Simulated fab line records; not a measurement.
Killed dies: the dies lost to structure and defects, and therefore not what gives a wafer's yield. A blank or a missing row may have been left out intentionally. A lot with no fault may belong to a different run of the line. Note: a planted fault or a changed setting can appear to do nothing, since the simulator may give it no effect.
fab line records	flow rit_cmos
[record] lots = 6	wafers = 18	last_day = 7
route steps=202 shown M1@184
lots with no fault: from the same line, run without faults
start_h: hours from the record's opening day to when the first of the lot's shown wafers began	wait_h: how many hours have passed since the lot's step before this one	" same as the row above	L1.1+2: one row covering several wafers at once	- value missing, or start not given	* or withheld: withheld	< > ~ a bound
route shown NAME@n: a module of which the file shows steps, and the number in the route of the first	usual: mean/standard deviation of fault-free wafers	same: alike in all rows	chamber/n: place in a boat	sites: each site's reading	_std_site: how widely they spread, as a standard deviation	_edge_site: the outer-site mean with the inner-site mean subtracted	radius_mm: how far each site lies from the wafer's centre	mask NAME#n: copy n	behind: the last tool/chamber to shape the wafer	hold: why the lot was held/for how many hours/how that ended	device: the n, p or np transistor that did not switch	end of line: tests run on the same wafers once the route is complete	a step given without rows: its recipe and nothing more	killed: the dies lost at the first sort to structure and to defects; this is not the yield of the wafer	map: per-die view of a wafer (x killed, . not killed, _ where there is no die)
set.NAME: the setting that was run; set.NAME@STEP: the one run at that earlier step	model.NAME: the simulator's own value behind a step, which no gauge read
lots seen at some steps along the route; tables by step, rows by wafer
services: from which hour (start_h, from the record's first day; less than 0 if before it) a tool's chamber was out of use, for how many hours, and why
[[steps]]
[step RIT_M1_SPUTTER_00]
[recipe] material = Al	target_thk_nm = 400	power_w = 2000	chamber_pressure_pa = 0.4	gas = Ar	time_s = 491.7	substrate_temp_c = 25
[usual] cathode_dc_power_W = 2000.0/0.36	chamber_pressure_pa = 0.3999/0.00085	throttle_valve_pct = 30.1/1.1
[same] time_s = 491.7
lot.wafer	tool	chamber	start_h	wait_h	cathode_dc_power_W	chamber_pressure_pa	throttle_valve_pct
L325.1	pvd_sputter-03	-	63.15	0.0	2000.2	0.3994	28.5
L325.3	"	-	"	"	1999.5	0.4008	29.5
L325.4	"	-	"	"	2000.4	0.4006	28.5
L326.3	pvd_sputter-02	-	68.60	0.0	2000.6	0.4004	30.9
L326.5	"	-	"	"	2000.2	0.4003	31.1
L326.6	"	-	"	"	2000.3	0.4004	30.8
L332.1	pvd_sputter-02	-	90.68	0.0	1999.3	0.4003	31.0
L332.2	"	-	"	"	1999.2	0.4004	30.7
L332.4	"	-	"	"	1999.6	0.3996	32.2
L335.1	pvd_sputter-04	-	115.97	0.0	2000.3	0.4008	29.9
L335.2	"	-	"	"	2000.7	0.4003	30.1
L335.6	"	-	"	"	2000.9	0.4002	30.0
L338.4	pvd_sputter-03	-	136.07	0.0	2000.0	0.4003	29.6
L338.5	"	-	"	"	1999.7	0.3989	30.1
L338.6	"	-	"	"	2000.3	0.3991	28.6
L347.2	pvd_sputter-04	-	171.65	0.0	1999.9	0.4014	32.2
L347.5	"	-	"	"	2000.2	0.4003	29.9
L347.6	"	-	"	"	1998.9	0.4000	30.1
[step RIT_M1_RS_MEAS_01]
[recipe] thk_meas_gauge = four-point-probe	reads = Al_of_M1_SPUTTER_00
[usual] M1_AL_RS = 0.0749/0.00071
lot.wafer	tool	chamber	start_h	wait_h	M1_AL_RS[ohm/sq]
L325.1	film_metro-02	-	63.45	0.1	0.0750
L325.3	"	-	"	"	0.0762
L325.4	"	-	"	"	0.0759
L326.3	film_metro-04	-	68.94	0.2	0.0737
L326.5	"	-	"	"	0.0741
L326.6	"	-	"	"	0.0739
L332.1	film_metro-02	-	90.98	0.1	0.0748
L332.2	"	-	"	"	0.0746
L332.4	"	-	"	"	0.0743
L335.1	film_metro-04	-	116.26	0.1	0.0754
L335.2	"	-	"	"	0.0756
L335.6	"	-	"	"	0.0752
L338.4	film_metro-02	-	136.43	0.2	0.0754
L338.5	"	-	"	"	0.0753
L338.6	"	-	"	"	0.0751
L347.2	film_metro-02	-	171.97	0.2	0.0745
L347.5	"	-	"	"	0.0742
L347.6	"	-	"	"	0.0742
[step RIT_M1_THK_MEAS_02]
[recipe] thk_meas_gauge = xrf	reads = Al_of_M1_SPUTTER_00
[usual] M1_AL_THK = 397/4
lot.wafer	tool	chamber	start_h	wait_h	M1_AL_THK[nm]
L325.1	film_metro-02	-	63.57	0.1	397
L325.3	"	-	"	"	391
L325.4	"	-	"	"	392
L326.3	film_metro-04	-	69.04	0.1	404
L326.5	"	-	"	"	404
L326.6	"	-	"	"	404
L332.1	film_metro-02	-	91.10	0.1	398
L332.2	"	-	"	"	401
L332.4	"	-	"	"	398
L335.1	film_metro-04	-	116.38	0.1	397
L335.2	"	-	"	"	394
L335.6	"	-	"	"	398
L338.4	film_metro-02	-	136.52	0.1	393
L338.5	"	-	"	"	392
L338.6	"	-	"	"	396
L347.2	film_metro-02	-	172.08	0.1	399
L347.5	"	-	"	"	401
L347.6	"	-	"	"	403
[step RIT_M1_HMDS_03]
[recipe] prime_time_s = 60	prime_temp_c = 140
[step RIT_M1_COAT_04]
[recipe] resist = NOVOLAK	spin_rpm = 2000	resist_thk_nm = 1300
[step RIT_M1_SOFTBAKE_05]
[recipe] resist = NOVOLAK	temp_c = 90	time_s = 60
[step RIT_M1_EXPOSE_06]
[recipe] mask_id = M12	na = 0.6	source_shape = conventional	sigma_outer = 0.5	target_cd_nm = 2600	dose_mj = 250
[step RIT_M1_PEB_07]
[recipe] resist = NOVOLAK	temp_c = withheld	time_s = withheld
[step RIT_M1_DEVELOP_08]
[recipe] resist = NOVOLAK	develop_time_s = 68	dev_temp_c = 23
[step RIT_M1_CD_MEAS_09]
[recipe] target_cd_nm = 2600
[usual] cd_nm = 2600.0/2.1
lot.wafer	tool	chamber	start_h	wait_h	cd_nm
L325.1	cd_sem-01	-	64.67	-	2600.8
L325.3	"	-	"	"	2602.5
L325.4	"	-	"	"	2601.0
L326.3	cd_sem-02	-	70.03	-	2602.2
L326.5	"	-	"	"	2601.1
L326.6	"	-	"	"	2601.5
L332.1	cd_sem-01	-	92.04	-	2600.6
L332.2	"	-	"	"	2600.3
L332.4	"	-	"	"	2600.1
L335.1	cd_sem-02	-	117.32	-	2600.0
L335.2	"	-	"	"	2600.1
L335.6	"	-	"	"	2601.4
L338.4	cd_sem-02	-	137.66	-	2603.0
L338.5	"	-	"	"	2601.1
L338.6	"	-	"	"	2602.4
L347.2	cd_sem-02	-	173.16	-	2600.1
L347.5	"	-	"	"	2602.0
L347.6	"	-	"	"	2601.7
[step RIT_M1_OVL_MEAS_10]
[usual] M1_OVL = -0.1/1.3
lot.wafer	tool	chamber	start_h	wait_h	M1_OVL[nm]
L325.1	overlay-02	-	64.79	0.1	-0.1
L325.3	"	-	"	"	0.2
L325.4	"	-	"	"	-1.4
L326.3	overlay-01	-	70.12	0.1	-1.8
L326.5	"	-	"	"	0.0
L326.6	"	-	"	"	-0.5
L332.1	overlay-02	-	92.16	0.1	-0.1
L332.2	"	-	"	"	-1.7
L332.4	"	-	"	"	-0.2
L335.1	overlay-02	-	117.44	0.1	0.0
L335.2	"	-	"	"	-0.9
L335.6	"	-	"	"	0.2
L338.4	overlay-01	-	137.74	0.1	0.1
L338.5	"	-	"	"	0.2
L338.6	"	-	"	"	-0.8
L347.2	overlay-01	-	173.27	0.1	1.7
L347.5	"	-	"	"	-1.2
L347.6	"	-	"	"	-0.4
[step RIT_M1_HARDBAKE_11]
[recipe] resist = NOVOLAK	temp_c = 140	time_s = 120
[step RIT_M1_METAL_ETCH_12]
[recipe] stop_on = SiO2	chemistry = Cl2/BCl3	target = Al	time_s = 165	over_etch_frac = 0.5	pressure_mtorr = 100	target_depth_a = 6000	rf_w = 243.5	Cl2_flow_sccm = 60	bcl3_flow_sccm = 50
[usual] chamber_pressure_mTorr = 100.00/0.085	drypump_motor_current_A = 6.2/0.55	mfc_cl2_sccm = 60.00/0.18	oes_product_au = 0.775/0.0091	run_length_s = 193.2/0.47	throttle_valve_pct = 8.24/0.069
lot.wafer	tool	chamber	start_h	wait_h	chamber_pressure_mTorr	drypump_motor_current_A	mfc_cl2_sccm	oes_product_au	rf_hours_counter_h	run_length_s	throttle_valve_pct	model.NOVOLAK_of_M1_COAT_04.thk_nm	model.M1.feature_depth_nm	model.etch.depth_nm
L325.1	rie_metal-04	1	65.08	0.2	100.10	4.9	59.78	0.771	38	192.9	8.19	814	423.4	391.5
L325.3	"	0	"	"	100.04	6.4	60.10	0.761	-	193.3	8.25	825	417.4	386.4
L325.4	"	1	"	"	99.94	5.0	59.66	0.767	-	192.7	8.17	814.9	419.3	387.5
L326.3	rie_metal-03	1	70.61	0.2	100.12	6.2	59.78	0.777	-	192.2	8.36	811.8	429.5	398.4
L326.5	"	1	"	"	99.91	6.2	60.02	0.787	-	192.3	8.38	817.2	428.3	397
L326.6	"	0	"	"	99.99	6.8	60.05	0.781	-	193.6	8.19	812.6	429.1	397.6
L332.1	rie_metal-03	0	92.44	0.2	99.98	6.7	60.07	0.768	1	193.6	8.17	819.5	424.7	393.3
L332.2	"	1	"	"	99.99	6.2	60.27	0.988	1	126.8	8.33	948.9	346.7	346.7
L332.4	"	0	"	"	100.03	6.8	59.67	0.767	-	193.6	8.17	820.5	427	395.6
L335.1	rie_metal-03	1	117.73	0.2	100.02	6.2	60.14	0.984	1	126.4	8.34	944.2	349.2	349.2
L335.2	"	0	"	"	100.11	6.8	60.24	0.755	1	193.8	8.18	813.6	420.4	388.8
L335.6	"	1	"	"	99.95	6.2	60.12	0.985	-	126.3	8.33	943.3	349.1	349.1
L338.4	rie_metal-02	0	138.07	0.1	99.87	6.4	59.89	0.792	-	193.3	8.22	819	421.9	390.7
L338.5	"	0	"	"	100.06	6.4	60.06	0.777	-	193.5	8.22	816.3	422.7	391.6
L338.6	"	1	"	"	99.89	5.6	59.93	0.785	-	193.3	8.22	824.2	423.3	392.8
L347.2	rie_metal-04	0	173.59	0.2	100.07	6.4	60.03	0.775	0	193.6	8.25	816.8	427.1	395.5
L347.5	"	0	"	"	99.89	6.4	60.13	0.771	-	193.3	8.26	819.2	427.9	396.5
L347.6	"	1	"	"	100.02	5.0	59.84	0.780	-	192.8	8.18	816.5	429	397.5
[step RIT_M1_STRIP_13]
[recipe] chemistry = nmp	resist = NOVOLAK	temp_c = 80	time_s = 600	dry = n2_spin
[step RIT_M1_STRIP_14]
[recipe] chemistry = O2	time_s = 180	platen_temp_c = withheld	power_w = 500	pressure_mtorr = 4000	o2_flow_sccm = 4000
[usual] chamber_pressure_mTorr = 4000/3.9	drypump_motor_current_A = 5.57/0.27
[same] time_s = 180
lot.wafer	tool	chamber	start_h	wait_h	chamber_pressure_mTorr	drypump_motor_current_A	rf_hours_counter_h
L325.1	plasma_asher-04	1	65.42	0.0	3997	5.28	41
L325.3	"	1	"	"	4004	5.26	-
L325.4	"	0	"	"	3998	5.93	-
L326.3	plasma_asher-04	0	70.95	0.1	3995	5.94	-
L326.5	"	1	"	"	3998	5.30	-
L326.6	"	0	"	"	3998	5.92	-
L332.1	plasma_asher-04	1	92.95	0.0	4003	5.28	44
L332.2	"	0	"	"	4000	5.94	44
L332.4	"	1	"	"	4001	5.29	-
L335.1	plasma_asher-04	1	118.08	0.0	3998	5.27	0
L335.2	"	0	"	"	3998	5.96	0
L335.6	"	0	"	"	4003	5.95	-
L338.4	plasma_asher-03	0	138.41	0.1	4003	5.85	-
L338.5	"	1	"	"	3992	5.68	-
L338.6	"	0	"	"	3992	5.89	-
L347.2	plasma_asher-02	0	173.94	0.0	4001	5.32	58
L347.5	"	1	"	"	3999	5.37	-
L347.6	"	0	"	"	4003	5.32	-
[step RIT_M1_CD_MEAS_90]
[recipe] target_cd_nm = 2600
[usual] cd_nm = 2601.8/2.4
lot.wafer	tool	chamber	start_h	wait_h	cd_nm
L325.1	cd_sem-01	-	65.59	0.1	2603.1
L325.3	"	-	"	"	2604.4
L325.4	"	-	"	"	2602.3
L326.3	cd_sem-02	-	71.11	0.1	2605.6
L326.5	"	-	"	"	2603.2
L326.6	"	-	"	"	2603.2
L332.1	cd_sem-01	-	93.13	0.1	2604.7
L332.2	"	-	"	"	2611.3
L332.4	"	-	"	"	2602.6
L335.1	cd_sem-02	-	118.25	0.1	2610.3
L335.2	"	-	"	"	2602.6
L335.6	"	-	"	"	2613.6
L338.4	cd_sem-02	-	138.58	0.1	2603.6
L338.5	"	-	"	"	2601.6
L338.6	"	-	"	"	2605.7
L347.2	cd_sem-02	-	174.13	0.1	2602.8
L347.5	"	-	"	"	2603.7
L347.6	"	-	"	"	2601.9
[step RIT_M1_ANNEAL_15]
[recipe] temp_c = 450	time_s = 1800	ambient = forming_gas_H2N2
[step RIT_M1_PROBE_99]
[usual] defect_limited_yield = 97.3/1.2	killed_at_M0_to_M3 = 0.0/0.12	killed_at_contacts = 0.1/0.25	killed_at_front_end = 7/3.2	killed_dies = 7/3.2	killed_on_rim = 2.1/1.5	killed_open = 3.5/2.2	killed_short = 3.6/2.1	sort_bin_3_pad_short = 0.1/0.22	sort_bin_5_function = 1.5/0.87	sort_bin_6_memory = 1.1/0.65	sort_n_pass = 257/3.2	sort_yield_pct = 97.3/1.2
[same] gross_dies = 264	killed_at_M4_up = 0	killed_at_back_side = 0	killed_at_other = 0
lot.wafer	tool	chamber	start_h	wait_h	defect_limited_yield[%]	killed_at_M0_to_M3	killed_at_contacts	killed_at_front_end	killed_dies	killed_on_rim	killed_open	killed_short	sort_bin_3_pad_short[%]	sort_bin_5_function[%]	sort_bin_6_memory[%]	sort_n_pass	sort_yield_pct[%]
L325.1	prober-02	-	67.33	0.1	97.0	0	0	8	8	3	6	2	0	0.8	2.3	256	97.0
L325.3	prober-02	-	67.43	0.2	98.1	0	0	5	5	2	3	2	0.4	0.8	0.8	259	98.1
L325.4	prober-02	-	67.48	0.2	96.2	0	0	10	10	5	6	4	0	2.3	1.5	254	96.2
L326.3	prober-01	-	72.91	0.2	97.0	0	0	8	8	6	4	4	0.4	1.5	1.1	256	97.0
L326.5	prober-01	-	73.01	0.2	97.7	0	0	6	6	3	5	1	0	1.9	0.4	258	97.7
L326.6	prober-01	-	73.06	0.2	98.9	0	0	3	3	2	1	2	0	0.8	0.4	261	98.9
L332.1	prober-01	-	94.87	0.1	97.0	0	0	8	8	0	2	6	0.4	1.5	1.1	256	97.0
L332.2	prober-01	-	94.92	0.1	0	259	0	5	264	70	3	2	0	98.9	1.1	0	0
L332.4	prober-01	-	95.02	0.2	97.3	0	0	7	7	2	3	4	0	1.9	0.8	257	97.3
L335.1	prober-02	-	119.99	0.1	0	258	0	6	264	70	4	2	0	98.9	1.1	0	0
L335.2	prober-02	-	120.04	0.1	96.6	0	0	9	9	1	4	5	0	2.3	1.1	255	96.6
L335.6	prober-02	-	120.24	0.2	0	259	1	4	264	70	3	2	0	99.2	0.8	0	0
L338.4	prober-01	-	140.41	0.2	97.0	0	0	8	8	0	4	4	0	2.3	0.8	256	97.0
L338.5	prober-01	-	140.46	0.2	98.1	0	0	5	5	1	3	2	0	1.1	0.8	259	98.1
L338.6	prober-01	-	140.51	0.2	98.1	0	0	5	5	3	2	3	0.4	0.8	0.8	259	98.1
L347.2	prober-02	-	175.90	0.1	96.6	0	0	9	9	0	4	5	0.8	0.8	1.9	255	96.6
L347.5	prober-02	-	176.05	0.2	95.1	0	0	13	13	2	7	6	0	3.0	1.9	251	95.1
L347.6	prober-02	-	176.10	0.2	97.3	0	1	6	7	2	4	3	0.4	0.8	1.5	257	97.3
// killed by level:class
L325.1 GATE:geometric_particle:open=4 REOX:geometric_particle:open=1 REOX:geometric_particle:short=1 SPACER:geometric_particle:open=1 SPACER:geometric_particle:short=1
L325.3 GATE:geometric_particle:open=2 FOX1:geometric_particle:open=1 FOX1:geometric_particle:short=1 GATE:geometric_particle:short=1
L325.4 GATE:geometric_particle:open=5 FOX1:geometric_particle:short=1 FOX2:geometric_particle:short=1 GATE:geometric_particle:short=1 SPACER:geometric_particle:open=1 SILICIDE:geometric_particle:short=1
L326.3 GATE:geometric_particle:open=3 GATE:geometric_particle:short=2 REOX:geometric_particle:short=1 REOX:geometric_particle:open=1 SPACER:geometric_particle:short=1
L326.5 SILICIDE:geometric_particle:open=2 FOX1:geometric_particle:open=1 FOX1:geometric_particle:short=1 GATE:geometric_particle:open=1 SPACER:geometric_particle:open=1
L326.6 FOX1:geometric_particle:short=1 GATE:geometric_particle:open=1 SILICIDE:geometric_particle:short=1
L332.1 SPACER:geometric_particle:short=4 REOX:geometric_particle:short=1 SPACER:geometric_particle:open=1 SILICIDE:geometric_particle:open=1 SILICIDE:geometric_particle:short=1
L332.2 M1:area_etch=259 FOX1:geometric_particle:open=1 FOX2:geometric_particle:short=1 REOX:geometric_particle:open=1 SILICIDE:geometric_particle:short=1 SILICIDE:geometric_particle:open=1
L332.4 SPACER:geometric_particle:short=2 REOX:geometric_particle:short=1 REOX:geometric_particle:open=1 SPACER:geometric_particle:open=1 SILICIDE:geometric_particle:open=1 SILICIDE:geometric_particle:short=1
L335.1 M1:area_etch=258 FOX2:geometric_particle:short=1 FOX2:geometric_particle:open=1 GATE:geometric_particle:open=1 REOX:geometric_particle:open=1 SPACER:geometric_particle:open=1 SILICIDE:geometric_particle:short=1
L335.2 GATE:geometric_particle:open=4 FOX1:geometric_particle:short=2 FOX2:geometric_particle:short=1 GATE:geometric_particle:short=1 REOX:geometric_particle:short=1
L335.6 M1:area_etch=259 FOX1:geometric_particle:open=1 GATE:geometric_particle:short=1 REOX:geometric_particle:open=1 SILICIDE:geometric_particle:short=1 CONTACT:geometric_particle:open=1
L338.4 SPACER:geometric_particle:short=3 GATE:geometric_particle:open=2 FOX1:geometric_particle:open=1 GATE:geometric_particle:short=1 REOX:geometric_particle:open=1
L338.5 FOX1:geometric_particle:open=1 FOX2:geometric_particle:open=1 REOX:geometric_particle:short=1 SPACER:geometric_particle:open=1 SILICIDE:geometric_particle:short=1
L338.6 SPACER:geometric_particle:short=2 FOX1:geometric_particle:open=1 GATE:geometric_particle:short=1 SPACER:geometric_particle:open=1
L347.2 GATE:geometric_particle:short=2 FOX1:geometric_particle:open=1 GATE:geometric_particle:open=1 REOX:geometric_particle:short=1 REOX:geometric_particle:open=1 SPACER:geometric_particle:short=1 SPACER:geometric_particle:open=1 SILICIDE:geometric_particle:short=1
L347.5 GATE:geometric_particle:open=3 REOX:geometric_particle:open=2 ACTIVE:geometric_particle:open=1 FOX1:geometric_particle:short=1 FOX1:geometric_particle:open=1 FOX2:geometric_particle:short=1 GATE:geometric_particle:short=1 REOX:geometric_particle:short=1
L347.6 FOX1:geometric_particle:open=2 GATE:geometric_particle:short=1 REOX:geometric_particle:open=1 SPACER:geometric_particle:short=1 SILICIDE:geometric_particle:short=1 CONTACT:geometric_particle:open=1
// map L332.2 (x killed, . not)
________xxxxxxx_______
_____xxxxxxxxxxxxx____
____xxxxxxxxxxxxxxx___
___xxxxxxxxxxxxxxxxx__
__xxxxxxxxxxxxxxxxxxx_
__xxxxxxxxxxxxxxxxxxx_
_xxxxxxxxxxxxxxxxxxxxx
_xxxxxxxxxxxxxxxxxxxxx
_xxxxxxxxxxxxxxxxxxxxx
_xxxxxxxxxxxxxxxxxxxxx
__xxxxxxxxxxxxxxxxxxx_
__xxxxxxxxxxxxxxxxxxx_
___xxxxxxxxxxxxxxxxx__
____xxxxxxxxxxxxxxx___
_____xxxxxxxxxxxxx____
________xxxxxxx_______
// map L335.1 (x killed, . not)
________xxxxxxx_______
_____xxxxxxxxxxxxx____
____xxxxxxxxxxxxxxx___
___xxxxxxxxxxxxxxxxx__
__xxxxxxxxxxxxxxxxxxx_
__xxxxxxxxxxxxxxxxxxx_
_xxxxxxxxxxxxxxxxxxxxx
_xxxxxxxxxxxxxxxxxxxxx
_xxxxxxxxxxxxxxxxxxxxx
_xxxxxxxxxxxxxxxxxxxxx
__xxxxxxxxxxxxxxxxxxx_
__xxxxxxxxxxxxxxxxxxx_
___xxxxxxxxxxxxxxxxx__
____xxxxxxxxxxxxxxx___
_____xxxxxxxxxxxxx____
________xxxxxxx_______
[[services]]
tool	chamber	start_h	hours	kind
plasma_asher-04	-	43.51	3.7	repair
plasma_asher-04	-	51.11	3.1	repair
rie_metal-02	-	55.97	14.6	pm
pvd_sputter-03	-	67.58	1.9	repair
plasma_asher-03	-	69.14	3.4	repair
plasma_asher-04	-	77.09	1.1	repair
plasma_asher-04	-	108.75	9.0	pm
plasma_asher-04	0	108.75	9.0	vent_cycle
plasma_asher-04	1	108.75	9.0	vent_cycle
pvd_sputter-04	-	109.23	4.8	repair
rie_metal-02	-	109.94	0.8	repair
plasma_asher-04	0	117.75	-	clean
plasma_asher-04	1	117.75	-	clean
rie_metal-04	-	121.22	28.1	pm
plasma_asher-03	-	121.61	15.6	pm
plasma_asher-04	-	131.12	4.3	pm
rie_metal-02	-	132.45	1.4	pm
plasma_asher-03	-	146.76	0.7	repair
rie_metal-04	-	149.32	20.0	pm
rie_metal-04	0	149.32	20.0	vent_cycle
rie_metal-04	1	149.32	20.0	vent_cycle
rie_metal-02	-	152.10	1.1	repair
rie_metal-04	0	169.32	-	clean
rie_metal-04	1	169.32	-	clean
[[key]]
[first_sign] step = RIT_M1_METAL_ETCH_12	reading = run_length_s	direction = down	sigmas = 99+	usual = *	struck = *
[effect] step = RIT_M1_METAL_ETCH_12	reading = oes_product_au	direction = up	sigmas = 23	usual = 0.775	struck = 0.985
[effect] step = RIT_M1_CD_MEAS_90	reading = cd_nm	direction = up	sigmas = 4.1	usual = 2601.8	struck = 2611.7
[effect] step = RIT_M1_PROBE_99	reading = killed_at_M0_to_M3	direction = up	sigmas = 99+	usual = 0.0	struck = 258.7
[model_effect] step = RIT_M1_METAL_ETCH_12	value = NOVOLAK_of_M1_COAT_04.thk_nm	without = 817.7	struck = 945.4
[more_kills_born_at] RIT_M1_METAL_ETCH_12@rie_metal-03 = 776
met_at RIT_M1_METAL_ETCH_12
struck_wafers L332.2,L335.1,L335.6
later_rows_left_out L332.2,L335.1,L335.6
onset_between 70.61 92.44
[fault] kind = process_parameter_drift	tool = rie_metal-03	chamber = 1	onset_h = 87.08	steps = RIT_M1_METAL_ETCH_12	channel = time_s	offset = *	shape = step	end_h = 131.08	stated = *
// later_rows_left_out: the simulator's readings of these wafers behind a module that went badly wrong aren't trusted and aren't shown, but for the sort
